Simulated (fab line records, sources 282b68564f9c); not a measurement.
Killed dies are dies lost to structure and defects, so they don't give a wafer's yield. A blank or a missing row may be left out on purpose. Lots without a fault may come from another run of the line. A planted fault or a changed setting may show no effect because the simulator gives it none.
Which tool did it? | flow rit_cmos | 13 lots, 39 wafers sampled, at 3 steps of a route of 202

WHAT THE GAUGES READ, wafer by wafer
RIT_ACTIVE_BOW_MEAS_00. Usual: INCOMING_BOW 0 um, standard deviation 7.
lot  | measured    | on            | INCOMING_BOW (um) | flag
L394 | day 1 10:02 | film_metro-02 | 3 1 -10           |
L395 | day 1 15:00 | film_metro-02 | 7 -3 3            |
L397 | day 2 01:00 | film_metro-01 | -4 2 1            |
L399 | day 2 11:00 | film_metro-03 | 4 -4 15           |
L402 | day 3 02:00 | film_metro-02 | 4 14 7            |
L403 | day 3 07:00 | film_metro-03 | -2 7 4            |
L404 | day 3 12:01 | film_metro-02 | 8 8 8             |
L405 | day 3 17:01 | film_metro-03 | -3 5 4            |
L406 | day 3 22:00 | film_metro-01 | 8 -18 -7          |
L407 | day 4 03:01 | film_metro-02 | -7 -4 -4          |
L409 | day 4 13:02 | film_metro-03 | -1 -12 -8         |
L410 | day 4 18:01 | film_metro-03 | -5 -1 -17         |
L415 | day 5 19:01 | film_metro-02 | 7 -1 5            |

RIT_PRETRO_OVL_MEAS_06. Usual: PRETRO_OVL 0.5 nm, standard deviation 1.4.
lot  | measured    | on         | PRETRO_OVL (nm) | flag
L394 | day 2 08:10 | overlay-01 | 0.8 2.4 2.5     |
L395 | day 2 12:40 | overlay-01 | 1.4 0.4 1.4     |
L397 | day 2 21:40 | overlay-01 | 1.2 2.4 1.6     |
L399 | day 3 09:49 | overlay-01 | 1.0 -1.1 -2.4   |
L402 | day 3 22:31 | overlay-02 | -0.9 -1.3 -1.0  |
L403 | day 4 04:10 | overlay-02 | -1.2 -1.1 0.3   |
L404 | day 4 08:57 | overlay-02 | 0.2 2.2 1.0     |
L405 | day 4 15:28 | overlay-01 | 0.6 0.4 1.0     |
L406 | day 4 20:26 | overlay-02 | -1.0 1.3 0.7    |
L407 | day 5 04:07 | overlay-02 | -0.9 -0.8 -1.0  |
L410 | day 5 16:35 | overlay-01 | 0.7 1.3 0.7     |
L415 | day 6 16:23 | overlay-01 | 2.0 0.6 0.7     |

WHICH TOOL RAN EACH LOT (tool, then ch and the chambers of the sampled wafers, then the start)
lot  | RIT_NWELL_STRIP_09
L394 | plasma_asher-02 ch 0,1, day 1 21:24
L395 | plasma_asher-04 ch 0,1, day 2 02:33
L397 | plasma_asher-02 ch 0,1, day 2 11:49
L399 | plasma_asher-02 ch 0,1, day 2 23:40
L402 | plasma_asher-02 ch 0,1, day 3 12:43
L403 | plasma_asher-03 ch 0,1, day 3 18:23
L404 | plasma_asher-04 ch 0,1, day 3 23:17
L405 | plasma_asher-04 ch 0,1, day 4 04:53
L406 | plasma_asher-04 ch 0,1, day 4 10:14
L407 | plasma_asher-04 ch 0,1, day 4 14:45
L409 | plasma_asher-02 ch 0,1, day 5 01:46
L410 | plasma_asher-04 ch 0,1, day 5 06:35
L415 | plasma_asher-04 ch 0,1, day 6 05:53
- RIT_NWELL_STRIP_09: strips in O2, time 180 s.

WHAT THE TOOLS THEMSELVES READ (means of the sampled wafers that have a number; where no wafer has one, the mark that the record gives instead)
RIT_NWELL_STRIP_09. Usual: drypump_motor_current_A 5.7 A, standard deviation 0.45; rf_refl_power_W 5.9 W, standard deviation 1.4; run_length_s 208.3 s, standard deviation 0.46.
lot  | tool            | drypump_motor_current_A (A) | rf_refl_power_W (W) | run_length_s (s) | flag
L394 | plasma_asher-02 | 5.5                         | 5.3                 | 208.2            |
L395 | plasma_asher-04 | 5.6                         | 5.1                 | 208.5            |
L397 | plasma_asher-02 | 5.5                         | 5.2                 | 208.1            |
L399 | plasma_asher-02 | 5.9                         | 5.3                 | 208.1            |
L402 | plasma_asher-02 | 5.5                         | 5.2                 | 208.2            |
L403 | plasma_asher-03 | 5.7                         | 7.7                 | 208.5            |
L404 | plasma_asher-04 | 5.6                         | 5.1                 | 208.3            |
L405 | plasma_asher-04 | 5.6                         | 5.2                 | 208.5            |
L406 | plasma_asher-04 | 5.8                         | 5.0                 | 208.3            |
L407 | plasma_asher-04 | 5.8                         | 5.0                 | 208.3            |
L409 | plasma_asher-02 | 5.5                         | 5.2                 | 72.3             | OFF
L410 | plasma_asher-04 | 5.9                         | 5.1                 | 208.2            |
L415 | plasma_asher-04 | 5.6                         | 5.1                 | 208.3            |

THE ANSWER, worked out from the rows above alone
Rule: a lot is off if the mean of its wafers that have a number lies more than 3 standard deviations from the usual mean. A lot without any number at a reading at which 4 lots or more have one is off too. The other lots that the step has rows for count as sound. The gauges are gone through in route order, then the tools' own readings, and for those a lot's mean is taken as printed above. The first step at which some lot is off is used, and at that step the reading that is off furthest; a lot without a number counts as furthest.
Off: L409, at RIT_NWELL_STRIP_09 (run_length_s).
A tool fits if, at that step or a process step before it, it ran every lot that is off, and no sound lot after the first of them. One fits: plasma_asher-02 at RIT_NWELL_STRIP_09. Its last sound lot is L402 (day 3 12:43), its first lot that is off L409 (day 5 01:46): a fault that began between those two fits.
The tool's own readings at RIT_NWELL_STRIP_09 bear it out: on the lots that are off they differ by more than 5 times the standard deviation of the sound lots' means. run_length_s reads 72.3 s there against 208.3 s on the sound lots.

WHAT THE SIMULATOR HAD PUT IN
Strip aborted: plasma_asher-02, from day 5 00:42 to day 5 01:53, at RIT_NWELL_STRIP_09. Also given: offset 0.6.
Lots struck among those shown: L409. The rule above found the same.
